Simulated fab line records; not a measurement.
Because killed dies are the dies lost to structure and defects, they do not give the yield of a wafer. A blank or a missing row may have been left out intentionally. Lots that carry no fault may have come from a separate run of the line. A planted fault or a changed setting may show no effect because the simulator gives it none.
Which tool did it? -- flow rit cmos -- 6 lots, 18 wafers sampled, at 2 steps of a route of 202

WHAT EACH GAUGE READ, for each wafer
RIT_SILICIDE_RS_MEAS_02: the measuring method here is four-point-probe.
lot,measured,on,SILICIDE_TI_RS (ohm/sq)
L372,day 3 09:14,film metro-03,47.7 48.5 48.1
L374,day 3 16:58,film metro-01,46.9 46.5 47.4
L376,day 4 05:14,film metro-03,47.2 46.6 46.7
L378,day 4 15:37,film metro-03,48.3 47.6 47.9
L384,day 6 00:13,film metro-03,47.8 91.2 46.7
L389,day 7 01:46,film metro-03,47.8 48.5 48.7

EACH LOT AND THE TOOL THAT RAN IT (in order: tool; ch and the chambers of the sampled wafers; start)
lot,RIT_SILICIDE_SPUTTER_01
L372,"pvd sputter-01, day 3 09:05"
L374,"pvd sputter-01, day 3 16:47"
L376,"pvd sputter-01, day 4 05:05"
L378,"pvd sputter-01, day 4 15:28"
L384,"pvd sputter-01, day 6 00:04"
L389,"pvd sputter-03, day 7 01:36"
- RIT_SILICIDE_SPUTTER_01: material Ti, target thk 30 nm, time 240 s.

THE ANSWER, worked out from the rows above alone
Rule: usual is defined by the lots themselves. Put in order of their means at a reading, lots are off if they are a third of the lots or fewer, leave a main group of 4 or more, and stand apart from it by a gap of 3 or more times the standard deviation of the main group's means; of several such gaps the widest counts. A main group whose means are all the same, to the digits that the tables above print for the reading, isn't used. Also off: a lot with no number at a reading for which 4 or more lots have one. All remaining lots with rows at the step are treated as sound.
Off: L384, at RIT_SILICIDE_RS_MEAS_02 (SILICIDE_TI_RS). The main group has a mean of 47.6 ohm/sq with a standard deviation of 0.62.
If a tool, at a process step before that reading, ran all the lots that are off and no sound lot after the first of them, it fits. The gauges at RIT_SILICIDE_RS_MEAS_02 are tried like those tools. One fits: pvd sputter-01 at RIT_SILICIDE_SPUTTER_01. A fault onset in the window from L378 (day 4 15:28, its last sound lot) to L384 (day 6 00:04, its first lot off) fits.

WHAT THE SIMULATOR HAD PUT IN
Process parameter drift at RIT_SILICIDE_SPUTTER_01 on pvd sputter-01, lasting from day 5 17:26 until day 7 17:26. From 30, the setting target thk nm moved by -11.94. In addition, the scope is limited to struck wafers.
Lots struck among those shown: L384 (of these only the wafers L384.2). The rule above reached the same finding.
